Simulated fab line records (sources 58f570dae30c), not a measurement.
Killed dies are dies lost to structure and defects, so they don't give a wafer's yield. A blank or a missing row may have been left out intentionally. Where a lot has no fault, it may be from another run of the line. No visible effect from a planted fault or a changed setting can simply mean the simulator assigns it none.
Split-lot experiment ; flow berkeley_cmos170 ; 23 wafers read from 5 lots, route of 331 steps

== SPLIT DETAILS ==
At UCB170_SILICIDE_SPUTTER_01 (material Ti, target thk 30 nm, time 25 s), the setting power_w was moved away from the recipe's 1500 W on 7 of the 23 wafers read, by -9.3% to -5.0%. This setting was run at the recipe's value on the other wafers.

== BETWEEN THE SPLIT AND THE READING: the file shows 1 step in between ==
- UCB170_SILICIDE_RS_MEAS_02: measures by four-point-probe

== THE READING ==
SILICIDE_TI_THK, in nm, at UCB170_SILICIDE_THK_MEAS_03 (measures by xrf). Typical for fault-free wafers on this fab line: 31.1 nm, with standard deviation 0.32 nm.

wafer;tool, chamber at the split;power_w as run, W;against the recipe;SILICIDE_TI_THK, nm;against lot-mates on the recipe
L074.1;pvd_sputter-01, -;1500;recipe;31.4;-
L074.2;pvd_sputter-01, -;1500;recipe;31.5;-
L074.3;pvd_sputter-01, -;1361;-9.3%;28.5;-2.9
L074.5;pvd_sputter-01, -;1361;-9.3%;28.5;-2.9
L074.6;pvd_sputter-01, -;1361;-9.3%;28.3;-3.1
L081.1;pvd_sputter-03, -;1500;recipe;31.1;-
L081.2;pvd_sputter-03, -;1362;-9.2%;28.3;-3.0
L081.4;pvd_sputter-03, -;1500;recipe;31.5;-
L081.5;pvd_sputter-03, -;1362;-9.2%;28.3;-3.0
L081.6;pvd_sputter-03, -;1500;recipe;31.4;-
L080.2;pvd_sputter-04, -;1500;recipe;31.6;-
L080.3;pvd_sputter-04, -;1500;recipe;31.6;-
L080.4;pvd_sputter-04, -;1500;recipe;31.4;-
L083.2;pvd_sputter-03, -;1425;-5.0%;29.6;-1.7
L083.3;pvd_sputter-03, -;1500;recipe;31.4;-
L083.4;pvd_sputter-03, -;1500;recipe;30.8;-
L083.5;pvd_sputter-03, -;1425;-5.0%;29.7;-1.6
L083.6;pvd_sputter-03, -;1500;recipe;31.6;-
L085.2;pvd_sputter-04, -;1500;recipe;30.7;-
L085.3;pvd_sputter-04, -;1500;recipe;30.7;-
L085.4;pvd_sputter-04, -;1500;recipe;30.9;-
L085.5;pvd_sputter-04, -;1500;recipe;30.7;-
L085.6;pvd_sputter-04, -;1500;recipe;30.5;-

FIT RESULTS
A straight line over all 23 wafers: SILICIDE_TI_THK changes by +0.303 nm for each +1% of power_w; r = +0.96; the points scatter about the line by 0.34 nm.
The same after taking each lot's own level away (the mean of its wafers on the recipe; 23 wafers): +0.327 nm for each +1%; r = +0.99; scatter 0.17 nm.
That fit puts the effect of the largest move of power_w on the reading at 3 nm.
Measured against the standard deviation above, the lots' own levels, which go from 30.70 to 31.53 nm, span 2.6 times it.
The two slopes are in agreement: the lot-to-lot level therefore moves the slope only a little.
Check: for one of the wafers moved furthest among these (-9.3%), held out of the fit, the line's prediction against its lot-mates is -3.05 nm. It came out at -2.95 nm against them.

== THE WHOLE CHAIN: every reading that the file lists as answering this split, in the file's order ==
step;what it does;reading;change (the file's fit);r (the file's)
UCB170_SILICIDE_SPUTTER_01;material Ti, target thk 30 nm, time 25 s;Ti_of_SILICIDE_SPUTTER_01.thk_nm (the simulator's own value, which no gauge read);+0.308 nm for each +1% of the setting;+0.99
UCB170_SILICIDE_RS_MEAS_02;measures by four-point-probe;SILICIDE_TI_RS;-0.346 for each +1% of the setting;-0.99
UCB170_SILICIDE_THK_MEAS_03;measures by xrf;SILICIDE_TI_THK;+0.325 for each +1% of the setting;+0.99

== THE FILE'S OWN FIT ==
SILICIDE_TI_THK changes by +0.325 nm for each +1% of power_w, r = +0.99.
